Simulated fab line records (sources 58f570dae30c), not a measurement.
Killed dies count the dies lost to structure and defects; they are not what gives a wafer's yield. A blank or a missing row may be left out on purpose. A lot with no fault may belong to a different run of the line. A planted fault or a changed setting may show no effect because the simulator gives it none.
Tool commonality check | flow berkeley cmos170 | 15 lots and 54 wafers in the sample

WHAT PROMPTED THE OPENING
UCB170_WELLDRIVE_THK_MEAS_02, reading WELLDRIVE_OXIDE_THK: flagged on 3 of 15 lots. Wafers without a fault read 198 nm, standard deviation 3.
Rule: a lot is flagged in two cases, either no wafer of it has a number, or all its wafers with numbers fall more than 4 standard deviations from that mean. The rest of the lots are taken to be sound.

lot  | measured    | on            | WELLDRIVE_OXIDE_THK (nm), wafer by wafer | flag
L123 | day 4 05:56 | film metro-04 | 199 198 198                              |
L124 | day 4 22:56 | film metro-04 | 194 198 196                              |
L127 | day 5 03:48 | film metro-04 | 193 194 196                              |
L128 | day 5 03:50 | film metro-04 | 197 200 196                              |
L129 | day 5 03:52 | film metro-01 | 198 196 198                              |
L130 | day 5 23:34 | film metro-04 | 196 197 194                              |
L135 | day 6 08:46 | film metro-03 | 197 195 195                              |
L134 | day 6 13:35 | film metro-04 | 199 200 198                              |
L132 | day 6 13:36 | film metro-03 | 198 193 193                              |
L136 | day 6 13:39 | film metro-03 | 197 199 198                              |
L138 | day 6 20:24 | film metro-04 | 202 197 199                              |
L143 | day 7 19:33 | film metro-01 | 96 96 97 95 96 97                        | FLAGGED
L145 | day 8 07:10 | film metro-01 | 94 92 92 94 92 93                        | FLAGGED
L144 | day 8 07:11 | film metro-03 | 92 91 96 92 91 96                        | FLAGGED
L146 | day 8 16:17 | film metro-01 | 199 196 199                              |
Average over the flagged lots: 94 nm; offset from the usual -104 nm, equal to -35 standard deviations.

EACH LOT AND THE TOOL IT RAN ON
The record holds 1 process step before the reading, out of a route of 331 steps. Cell contents, in order: the tool; ch with the chambers the sampled wafers went through; the start.
lot  | flag    | UCB170_WELLDRIVE_OXIDATION_01
L123 |         | furnace-04 ch 0, day 4 02:24
L124 |         | furnace-01 ch 0, day 4 19:26
L127 |         | furnace-01 ch 0, day 5 00:17
L128 |         | furnace-01 ch 0, day 5 00:17
L129 |         | furnace-01 ch 0, day 5 00:17
L130 |         | furnace-04 ch 0, day 5 20:03
L135 |         | furnace-04 ch 0, day 6 05:14
L134 |         | furnace-04 ch 0, day 6 10:05
L132 |         | furnace-04 ch 0, day 6 10:05
L136 |         | furnace-04 ch 0, day 6 10:05
L138 |         | furnace-02 ch 0, day 6 16:54
L143 | FLAGGED | furnace-04 ch 0, day 7 16:02
L145 | FLAGGED | furnace-04 ch 0, day 8 03:40
L144 | FLAGGED | furnace-04 ch 0, day 8 03:40
L146 |         | furnace-01 ch 0, day 8 12:47
What these steps do:
- UCB170_WELLDRIVE_OXIDATION_01: target thk 199 nm, ox time 9000 s.
- UCB170_WELLDRIVE_THK_MEAS_02

FLAGGED OVER TOTAL, TOOL BY TOOL (the gauges that took the reading come last)
step                          | tool          | lots run | flagged | share of the flagged lots | sound lots run after its first flagged lot
UCB170_WELLDRIVE_OXIDATION_01 | furnace-01    | 5        | 0       | none                      | -
UCB170_WELLDRIVE_OXIDATION_01 | furnace-02    | 1        | 0       | none                      | -
UCB170_WELLDRIVE_OXIDATION_01 | furnace-04    | 9        | 3       | all                       | 0
UCB170_WELLDRIVE_THK_MEAS_02  | film metro-01 | 4        | 2       | some                      | 1 (L146)
UCB170_WELLDRIVE_THK_MEAS_02  | film metro-03 | 4        | 1       | some                      | 0
UCB170_WELLDRIVE_THK_MEAS_02  | film metro-04 | 7        | 0       | none                      | -

WHAT IS ALLOWED BY THE TABLE
Rows of the table that ran each flagged lot: 1, that is furnace-04 at UCB170_WELLDRIVE_OXIDATION_01.
- furnace-04 at UCB170_WELLDRIVE_OXIDATION_01 ran 9 lots, 3 of them flagged. A fault beginning between L132 (day 6 10:05), its last sound lot, and L143 (day 7 16:02), its first flagged one, fits the data. Its own readings lie more than 4 standard deviations out on every wafer of the flagged lots: spike tc centre C, spike tc load C, spike tc source C, tube center temp C, tube_center_temp_C_max, zone power load pct.
Left over: one tool, furnace-04 at UCB170_WELLDRIVE_OXIDATION_01.

WHAT WAS PUT IN BY THE SIMULATOR
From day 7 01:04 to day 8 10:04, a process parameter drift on furnace-04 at UCB170_WELLDRIVE_OXIDATION_01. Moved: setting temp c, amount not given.
Shown lots that were struck: L143, L145, L144. This agrees with what the rule above found.
